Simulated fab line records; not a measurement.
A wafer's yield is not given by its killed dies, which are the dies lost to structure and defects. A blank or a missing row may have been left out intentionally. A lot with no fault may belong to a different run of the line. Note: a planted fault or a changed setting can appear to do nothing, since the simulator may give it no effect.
Which tool is to blame?	flow berkeley-cmos170	14 lots with 42 wafers sampled at 4 steps, on a route of 331 steps

## WHAT EACH GAUGE READ, for each wafer
UCB170_PWELL_THK_MEAS_03. Usual: PWELL_OXIDE_THK typically reads 26.5 nm, with standard deviation 0.54.
lot	measured	on	PWELL_OXIDE_THK (nm)	flag
L891	day 2 20:34	film-metro-01	25.9 25.9 26.0	
L892	day 3 06:10	film-metro-03	25.5 25.6 25.2	
L893	day 3 11:37	film-metro-04	26.6 26.5 26.3	
L894	day 3 15:28	film-metro-03	26.5 26.2 26.6	
L896	day 4 08:11	film-metro-04	26.0 26.3 25.8	
L902	day 5 11:28	film-metro-04	26.4 26.5 26.6	
L903	day 5 11:29	film-metro-01	27.2 27.5 27.1	
L907	day 6 09:53	film-metro-03	26.7 26.6 26.8	
L908	day 6 09:53	film-metro-04	25.9 26.4 26.3	
L909	day 6 15:19	film-metro-03	27.3 27.4 27.4	
L910	day 6 19:06	film-metro-03	25.6 26.2 25.9	
L912	day 7 00:37	film-metro-04	26.2 26.1 26.4	
L911	day 7 00:37	film-metro-03	26.6 27.1 26.5	
L913	day 7 10:00	film-metro-04	27.0 27.1 27.1	

UCB170_SACOX_THK_MEAS_02. Usual: SACOX_OXIDE_THK typically reads 14.32 nm, with standard deviation 0.3.
lot	measured	on	SACOX_OXIDE_THK (nm)	flag
L891	day 5 10:40	film-metro-04	14.95 14.62 14.65	
L892	day 5 17:22	film-metro-04	14.32 14.25 14.33	
L893	day 5 17:22	film-metro-02	14.32 14.33 14.45	
L894	day 6 00:03	film-metro-04	14.39 14.08 14.30	
L896	day 6 08:33	film-metro-04	14.38 14.36 14.32	
L907	day 8 23:04	film-metro-04	13.78 13.67 13.84	
L908	day 8 23:01	film-metro-01	13.97 13.89 13.76	
L909	day 8 23:01	film-metro-04	14.27 14.07 14.16	
L910	day 8 23:01	film-metro-02	14.16 13.93 14.31	
L912	day 9 05:43	film-metro-01	14.66 14.88 14.46	
L911	day 9 05:43	film-metro-04	14.12 14.13 14.23	
L913	day 9 10:03	film-metro-04	14.33 14.32 14.57	

## EACH LOT AND THE TOOL THAT RAN IT (in order: tool; ch and the chambers of the sampled wafers; start)
lot	UCB170_PWELL_ETCH_14	UCB170_PWELL_STRIP_16
L891	rie-diel-04 ch 0,3, day 3 05:55	plasma-asher-04 ch 0,1, day 3 06:10
L892	rie-diel-03 ch 0,1,2, day 3 16:12	plasma-asher-04 ch 0,1, day 3 16:27
L893	rie-diel-03 ch 1,2,3, day 3 19:13	plasma-asher-04 ch 0,1, day 3 19:28
L894	rie-diel-03 ch 0,1,2, day 4 00:53	plasma-asher-04 ch 0,1, day 4 01:08
L896	rie-diel-03 ch 0,1,2, day 4 16:15	plasma-asher-04 ch 0,1, day 4 16:32
L902	rie-diel-04 ch 0,2,3, day 5 19:15	plasma-asher-02 ch 0,1, day 5 19:30
L903	rie-diel-03 ch 1,2,3, day 5 19:28	plasma-asher-04 ch 0,1, day 5 19:45
L907	rie-diel-02 ch 0,1,3, day 6 18:17	plasma-asher-02 ch 0,1, day 6 18:32
L908	rie-diel-04 ch 0,1, day 6 18:37	plasma-asher-04 ch 0, day 6 18:52
L909	rie-diel-03 ch 0,2,3, day 6 22:47	plasma-asher-02 ch 0,1, day 6 23:02
L910	rie-diel-03 ch 1,2,3, day 7 00:25	plasma-asher-02 ch 0,1, day 7 00:40
L912	rie-diel-02 ch 2,3, day 7 08:23	plasma-asher-02 ch 0,1, day 7 08:38
L911	rie-diel-04 ch 0,1,3, day 7 08:06	plasma-asher-03 ch 1, day 7 08:21
L913	rie-diel-03 ch 1,2,3, day 7 16:07	plasma-asher-04 ch 0, day 7 16:22
- UCB170_PWELL_ETCH_14: etches Si3N4 in CH3F/Ar/O2, stops on SiO2, target depth 242 nm, time 151 s.
- UCB170_PWELL_STRIP_16: strips in O2.

## AS READ BY THE TOOLS THEMSELVES (means over the sampled wafers that have a number; for cases with no such wafer, the mark the record gives instead)
UCB170_PWELL_ETCH_14. Usual: CH3F_flow_sccm 20.00 sccm, standard deviation 0.056; O2_flow_sccm 6.999 sccm, standard deviation 0.022; drypump-motor-current-A 5.9 A, standard deviation 0.41; oes-product-au 0.940 a.u., standard deviation 0.014; throttle-valve-pct 8.04 %, standard deviation 0.16.
lot	tool	CH3F_flow_sccm (sccm)	O2_flow_sccm (sccm)	drypump-motor-current-A (A)	oes-product-au (a.u.)	throttle-valve-pct (%)	flag
L891	rie-diel-04	19.96	6.991	5.9	0.959	7.96	
L892	rie-diel-03	20.02	6.994	5.9	0.945	8.10	
L893	rie-diel-03	20.03	7.023	6.1	0.950	7.97	
L894	rie-diel-03	19.99	6.993	5.9	0.952	8.09	
L896	rie-diel-03	19.98	6.993	5.9	0.952	8.10	
L902	rie-diel-04	-	-	-	-	-	OFF
L903	rie-diel-03	-	-	-	-	-	OFF
L907	rie-diel-02	20.00	7.008	5.5	0.928	8.12	
L908	rie-diel-04	19.99	6.990	6.1	0.929	7.97	
L909	rie-diel-03	20.01	7.026	5.9	0.931	7.94	
L910	rie-diel-03	20.00	7.005	6.1	0.944	7.99	
L912	rie-diel-02	20.00	7.011	6.1	0.946	8.13	
L911	rie-diel-04	19.98	6.991	5.9	0.933	7.99	
L913	rie-diel-03	19.98	6.991	6.1	0.948	7.98	

UCB170_PWELL_STRIP_16. Usual: drypump-motor-current-A 5.87 A, standard deviation 0.15; oes-product-au 0.721 a.u., standard deviation 0.0046; strip-time-to-endpoint-s 18.03 s, standard deviation 0.078.
lot	tool	drypump-motor-current-A (A)	oes-product-au (a.u.)	strip-time-to-endpoint-s (s)	flag
L891	plasma-asher-04	6.02	0.727	18.14	
L892	plasma-asher-04	5.92	0.721	17.98	
L893	plasma-asher-04	5.95	0.724	18.04	
L894	plasma-asher-04	5.99	0.719	18.11	
L896	plasma-asher-04	5.99	0.722	17.97	
L902	plasma-asher-02	5.85	0.731	21.58	OFF
L903	plasma-asher-04	5.94	0.738	21.54	OFF
L907	plasma-asher-02	5.81	0.718	18.02	
L908	plasma-asher-04	5.89	0.717	18.02	
L909	plasma-asher-02	5.85	0.718	18.12	
L910	plasma-asher-02	5.82	0.720	17.96	
L912	plasma-asher-02	5.84	0.720	18.01	
L911	plasma-asher-03	5.54	0.728	18.13	
L913	plasma-asher-04	5.89	0.720	17.96	

## THE ANSWER, worked out from the rows above alone
Rule: a lot is off if the mean of its wafers that have a number lies more than 3 standard deviations from the usual mean. A lot without any number at a reading at which 4 lots or more have one is off too. Any other lot the step has rows for is counted as sound. First the gauges in route order, then the tools' own readings, where a lot's mean is used as printed above. The first step at which some lot is off is used, and at that step the reading that is off furthest; a lot without a number counts as furthest.
Off: L902, L903, at UCB170_PWELL_ETCH_14 (CH3F_flow_sccm). Without a number there: L902, L903.
If a tool, at that step or one of the process steps before it, ran each lot that is off and ran no sound lot following the first of them, it fits. Of those tried, none fits.

## WHAT THE SIMULATOR HAD PUT IN
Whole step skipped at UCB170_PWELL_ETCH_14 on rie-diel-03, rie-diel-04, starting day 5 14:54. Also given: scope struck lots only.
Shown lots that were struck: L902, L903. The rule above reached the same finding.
